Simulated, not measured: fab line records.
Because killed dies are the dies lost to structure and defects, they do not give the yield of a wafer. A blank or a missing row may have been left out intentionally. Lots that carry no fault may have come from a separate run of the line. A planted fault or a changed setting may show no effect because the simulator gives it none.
Which tool is to blame? + flow ritCmos + 7 lots with 21 wafers sampled at 2 steps, on a route of 202 steps

WHAT EACH GAUGE READ, for each wafer
RIT_ACTIVE_THK_MEAS_04.
| lot  | measured    | on           | ACTIVE_NITRIDE_THK (nm) |
|------|-------------|--------------|-------------------------|
| L630 | day 1 18:33 | filmMetro-02 | 147.7 147.9 148.4       |
| L633 | day 2 09:32 | filmMetro-02 | 149.2 148.8 149.9       |
| L637 | day 3 05:32 | filmMetro-02 | 148.9 148.8 148.3       |
| L640 | day 3 20:32 | filmMetro-03 | 147.5 148.3 148.8       |
| L642 | day 4 06:32 | filmMetro-01 | 151.0 150.4 151.3       |
| L644 | day 4 17:30 | filmMetro-03 | 199.6 199.5 198.3       |
| L652 | day 6 09:07 | filmMetro-03 | 152.1 150.6 150.7       |

EACH LOT AND THE TOOL THAT RAN IT (in order: tool; ch and the chambers of the sampled wafers; start)
| lot  | RIT_ACTIVE_CVD_03          |
|------|----------------------------|
| L630 | lpcvd-02 ch 0, day 1 17:07 |
| L633 | lpcvd-02 ch 0, day 2 08:07 |
| L637 | lpcvd-01 ch 0, day 3 04:07 |
| L640 | lpcvd-01 ch 0, day 3 19:07 |
| L642 | lpcvd-01 ch 1, day 4 05:07 |
| L644 | lpcvd-02 ch 1, day 4 16:05 |
| L652 | lpcvd-01 ch 1, day 6 07:41 |
- RIT_ACTIVE_CVD_03: deposits Si3N4 from SiH2Cl2/NH3, target thk 150 nm, time 1500 s.

THE ANSWER, worked out from the rows above alone
Rule: usual is defined by the lots themselves. The widest of any qualifying gaps counts: lots, ordered by their means at a reading, are off when they make up no more than a third of the lots, leave a main group of 4 or more, and stand apart from it by 3 or more times the standard deviation of that group's means. A main group is skipped when, at the precision printed for the reading in the tables above, its means are all equal. A lot without any number at a reading at which 4 lots or more have one is off too. The other lots that the step has rows for count as sound.
Off: L644, at RIT_ACTIVE_THK_MEAS_04 (ACTIVE_NITRIDE_THK). Mean 149.4 nm and standard deviation 1.2 in the main group.
If a tool, at a process step before that reading, ran all the lots that are off and no sound lot after the first of them, it fits. Gauges at RIT_ACTIVE_THK_MEAS_04: tried the same way as those tools. One fits: lpcvd-02 at RIT_ACTIVE_CVD_03. Its last sound lot is L633 (day 2 08:07), its first lot that is off L644 (day 4 16:05): a fault that began between those two fits.

WHAT THE SIMULATOR HAD PUT IN
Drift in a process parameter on lpcvd-02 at RIT_ACTIVE_CVD_03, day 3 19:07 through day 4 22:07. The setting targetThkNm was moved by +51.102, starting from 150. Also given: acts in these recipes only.
Struck lots among those shown: L644. The rule above reached the same finding.
